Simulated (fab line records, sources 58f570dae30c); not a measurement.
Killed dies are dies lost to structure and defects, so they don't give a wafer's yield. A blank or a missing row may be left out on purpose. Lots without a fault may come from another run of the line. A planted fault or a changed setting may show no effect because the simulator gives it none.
One fault seen from 2 desks | flow berkeley_cmos170 | each desk has only its own numbers; what lay behind them comes last

THE METROLOGY DESK
What the gauges read, lot by lot, whatever tool the lot ran on: means of the sampled wafers that have a number. A lot is out of limits, marked OUT, if its mean lies more than 4 standard deviations from the usual mean; the brackets give that distance.
Columns: A = NWELL_TW at UCB170_NWELL_TW_MEAS_16, usual 1240; B = FIELD_OXIDE_LEFT_2_THK at UCB170_FIELD_THK_MEAS_91, usual 355 nm; C = NLDD_TW at UCB170_NLDD_TW_MEAS_11, usual 2201; D = NLDD_RS at UCB170_SDANNEAL_RS_MEAS_05, usual 616.4 ohm/sq
lot  | first seen here | A    | B   | C    | D
L859 | day 2 04:59     | 1218 | 356 | 2183 | 617.5
L860 | day 2 12:56     | 1257 | 359 | 2234 | 615.4
L861 | day 2 21:05     | 1250 | 362 | 2212 | 616.0
L863 | day 3 07:07     | 1249 | 348 | 2181 | 616.2
L862 | day 3 07:13     | 1245 | 364 | 2205 | 615.6
L868 | day 4 13:12     | 1257 | 358 | 2183 | 618.2
L869 | day 4 13:36     | 1264 | 351 | 2216 | 617.2
L871 | day 4 21:01     | 1256 | 361 | 2189 | 616.0
L870 | day 4 21:10     | 1235 | 343 | 2181 | 616.7
L872 | day 5 05:08     | 1247 | 346 | 2223 | 615.5
L873 | day 5 12:37     | 1230 | 354 | 2223 | 616.7
L878 | day 6 16:36     | 1229 | 376 | 2267 | 579.0 (-31) OUT
L879 | day 6 20:54     | 1243 | 352 | 2195 | 615.8
L881 | day 7 06:46     | 1245 | 357 | 2239 | 580.7 (-30) OUT
This desk's finding: out of limits on L878, L881; first on L878, day 11 05:37 (NLDD_RS at UCB170_SDANNEAL_RS_MEAS_05). In limits: L859, L860, L861, L863, L862, L868, L869, L871, L870, L872, L873, L879.

THE TOOL OWNER'S DESK: implanter-01
The tool's own readings at UCB170_NLDD_IMPLANT_08: means of the sampled wafers that have a number, for each lot that ran on this tool. A lot is out of limits, marked OUT, if its mean lies more than 4 standard deviations from the usual mean; the brackets give that distance.
Columns: A = dose_ions_cm2 at UCB170_NLDD_IMPLANT_08, usual 5e+13; B = faraday_current_uA at UCB170_NLDD_IMPLANT_08, usual 159
lot  | first seen here | A                       | B
L862 | day 7 09:24     | 5e+13                   | 158
L869 | day 8 17:10     | 5e+13                   | 160
L871 | day 9 00:41     | 5e+13                   | 159
L879 | day 10 16:20    | 5e+13                   | 158
L878 | day 10 16:40    | 6e+13 (+99 or more) OUT | 189 (+9.2) OUT
L881 | day 11 14:23    | 6e+13 (+99 or more) OUT | 189 (+9.0) OUT
This desk's finding: out of limits on L878, L881; first on L878, day 10 16:40 (dose_ions_cm2 at UCB170_NLDD_IMPLANT_08). In limits: L862, L869, L871, L879.

PUT TOGETHER
The tool owner's desk could have raised an alarm at day 10 16:40, on L878, L881.
The metrology desk could have raised an alarm at day 11 05:37, on L878, L881.
Of the lots named, all ran UCB170_NLDD_IMPLANT_08 on implanter-01.

WHAT THE SIMULATOR HAD PUT IN
Process parameter drift: implanter-01, from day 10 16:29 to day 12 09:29, at UCB170_NLDD_IMPLANT_08. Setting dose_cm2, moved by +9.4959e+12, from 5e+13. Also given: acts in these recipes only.
Lots struck among those shown: L878, L881.
Hours from the fault's start to each desk's first reading out of limits: the tool owner's desk, 0; the metrology desk, 13.
